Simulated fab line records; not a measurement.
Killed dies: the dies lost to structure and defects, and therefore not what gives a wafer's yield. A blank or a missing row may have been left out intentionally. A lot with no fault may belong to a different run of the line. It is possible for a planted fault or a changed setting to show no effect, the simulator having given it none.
Problem report, 8D (eight disciplines) form, completed by code -- flow berkeley cmos170 -- the parts of the form that need people (team, actions taken, sign-off) are left out

## 1. PROBLEM STATEMENT
heater power total W at UCB170_M3_SOFTBAKE_06 reads a mean of 56.19 W on 6 wafers of 2 lots; wafers without a fault read 56.80 W with a standard deviation of 0.045. That is -14 standard deviations from the usual mean.
The step: time 60 s.
First observed at day 9 19:47: wafer L834.1, on litho track-02. At this step, 42 wafers from 14 lots have a number in the record. Rule for "out" (also "out of limits"): further than 4 standard deviations from the usual mean. All remaining wafers that have a number are taken as sound.

## 2. WHAT THIS IS AND IS NOT
question,is,is not
which readings at this step,"heater power total W, plate temp C",-
which lots,"L834, L838","L827, L828, L829, L830, L831, L832, L839, L841, L843, L846, L847, L848"
which wafers of those lots,all that have a number,-
read on which tools,litho track-02,"litho track-01, litho track-04"
when,from day 9 19:47,"up to then (18 sound wafers); but 18 sound wafers of L839, L841, L843, L846, L847, L848 came after"

## 3. THE SUSPECTS, EACH WITH WHAT RULES IT OUT
Counting: a tool at any process step up to the reading remains a suspect when it ran all the lots that are out and ran no sound lot after the first of those.
- pvd sputter-01 at UCB170_M2_SPUTTER_01 (material Al, target thk 900 nm, time 120 s): ruled out as a lasting fault. Sound lots L847 ran on it after its first lot that is out, L834 (day 9 14:01).
- litho track-02 at UCB170_M3_SOFTBAKE_06 (time 60 s): kept. It processed each lot that is out, first L834 at day 9 19:47, and no sound lot thereafter; up to then, the last sound lot it processed was L831 at day 9 08:22. Out on those wafers are its own readings of heater power total W, plate temp C.
After counting, what remains is litho track-02 at UCB170_M3_SOFTBAKE_06.

## 4. THE CAUSE (what the simulator had put in)
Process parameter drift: litho track-02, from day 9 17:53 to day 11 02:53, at UCB170_M3_SOFTBAKE_06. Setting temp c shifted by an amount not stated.
Counting left only this tool.

## 5. SEQUENCE OF EFFECTS, ordered by route
Each row: a reading whose mean over the struck wafers that have a number lies more than 3 standard deviations from the usual. Only readings whose record carries a usual standard deviation are examined. hours: median over the lots of the time between each lot's start at the first step of this table that gives one and its start at this step. sigmas: the change, counted in usual standard deviations.
hours,step,reading,usual,on struck wafers,change,sigmas
0,UCB170_M3_SOFTBAKE_06,heater power total W,56.80 W,56.19,-0.61,-14
0,UCB170_M3_SOFTBAKE_06,plate temp C,130.03 C,128.80,-1.23,-8.8
The process steps in it:
- UCB170_M3_SOFTBAKE_06: time 60 s.

## 6. WHAT WOULD HAVE CAUGHT IT SOONER
In this record the first reading out of limits was taken at day 9 19:47, 2 hours after the fault began at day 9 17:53.
